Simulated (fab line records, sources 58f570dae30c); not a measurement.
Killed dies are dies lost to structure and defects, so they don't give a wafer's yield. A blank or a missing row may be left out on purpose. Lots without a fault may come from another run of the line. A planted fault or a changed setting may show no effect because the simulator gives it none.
One fault seen from 2 desks | flow berkeley_cmos170 | each desk has only its own numbers; what lay behind them comes last

THE TOOL OWNER'S DESK: krf_scanner-02
The tool's own readings at UCB170_ACTIVE_EXPOSE_10 (exposes mask ACTIVE, target cd 1200 nm): means of the sampled wafers that have a number, for each lot that ran on this tool. A lot is out of limits, marked OUT, if its mean lies more than 4 standard deviations from the usual mean; the brackets give that distance.
Columns: A = focus_offset_nm at UCB170_ACTIVE_EXPOSE_10, usual -0.1 nm
lot  | first seen here | A
L123 | day 4 14:27     | -0.3
L125 | day 4 22:05     | 0.2
L128 | day 5 07:26     | -0.9
L130 | day 5 22:05     | 0.3
L131 | day 6 05:35     | 0.7
This desk's finding: nothing out of limits on any of the 5 lots.

THE METROLOGY DESK
What the gauges read, lot by lot, whatever tool the lot ran on: means of the sampled wafers that have a number. A lot is out of limits, marked OUT, if its mean lies more than 4 standard deviations from the usual mean; the brackets give that distance.
Columns: A = ACTIVE_OVL at UCB170_ACTIVE_OVL_MEAS_14, usual 1 nm; B = V1_OVL at UCB170_V1_OVL_MEAS_13, usual 3 nm; C = M2_OVL at UCB170_M2_OVL_MEAS_16, usual -1 nm; D = cd_nm at UCB170_M3_CD_MEAS_15, usual 700.3 nm
lot  | first seen here | A              | B  | C  | D
L122 | day 4 15:02     | 5              | -2 | -6 | 699.1
L123 | day 4 15:11     | 5              | -3 | -3 | 698.7
L127 | day 4 22:42     | 0              | -1 | 2  | 702.8
L125 | day 4 23:15     | 0              | -2 | -1 | 699.7
L128 | day 5 07:58     | -217 (-43) OUT | 2  | -1 | 701.6
L130 | day 5 22:56     | -213 (-42) OUT | 4  | 2  | 698.8
L131 | day 6 06:17     | -222 (-44) OUT | 8  | 1  | 698.5
L135 | day 6 23:43     | -3             | 4  | 4  | 700.3
L138 | day 7 13:59     | 1              | 2  | 0  | 701.3
L141 | day 8 01:22     | -1             | 1  | -5 | 702.4
L142 | day 8 16:25     | 2              | 9  | 0  | 699.0
L143 | day 8 22:13     | 5              | 3  | 2  | 699.1
L144 | day 9 00:43     | 1              | 8  | 0  | 701.5
This desk's finding: out of limits on L128, L130, L131; first on L128, day 5 07:58 (ACTIVE_OVL at UCB170_ACTIVE_OVL_MEAS_14). In limits: L122, L123, L127, L125, L135, L138, L141, L142, L143, L144.

PUT TOGETHER
The metrology desk could have raised an alarm at day 5 07:58, on L128, L130, L131.
The tool owner's desk saw nothing out of limits.
The tool owner's desk has L128, L130, L131 on record, within its limits.
Of the lots named, all ran UCB170_ACTIVE_EXPOSE_10 on krf_scanner-02.

WHAT THE SIMULATOR HAD PUT IN
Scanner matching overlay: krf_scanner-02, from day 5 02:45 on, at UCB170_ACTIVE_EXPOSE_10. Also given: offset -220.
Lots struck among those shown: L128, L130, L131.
Hours from the fault's start to each desk's first reading out of limits: the metrology desk, 5.
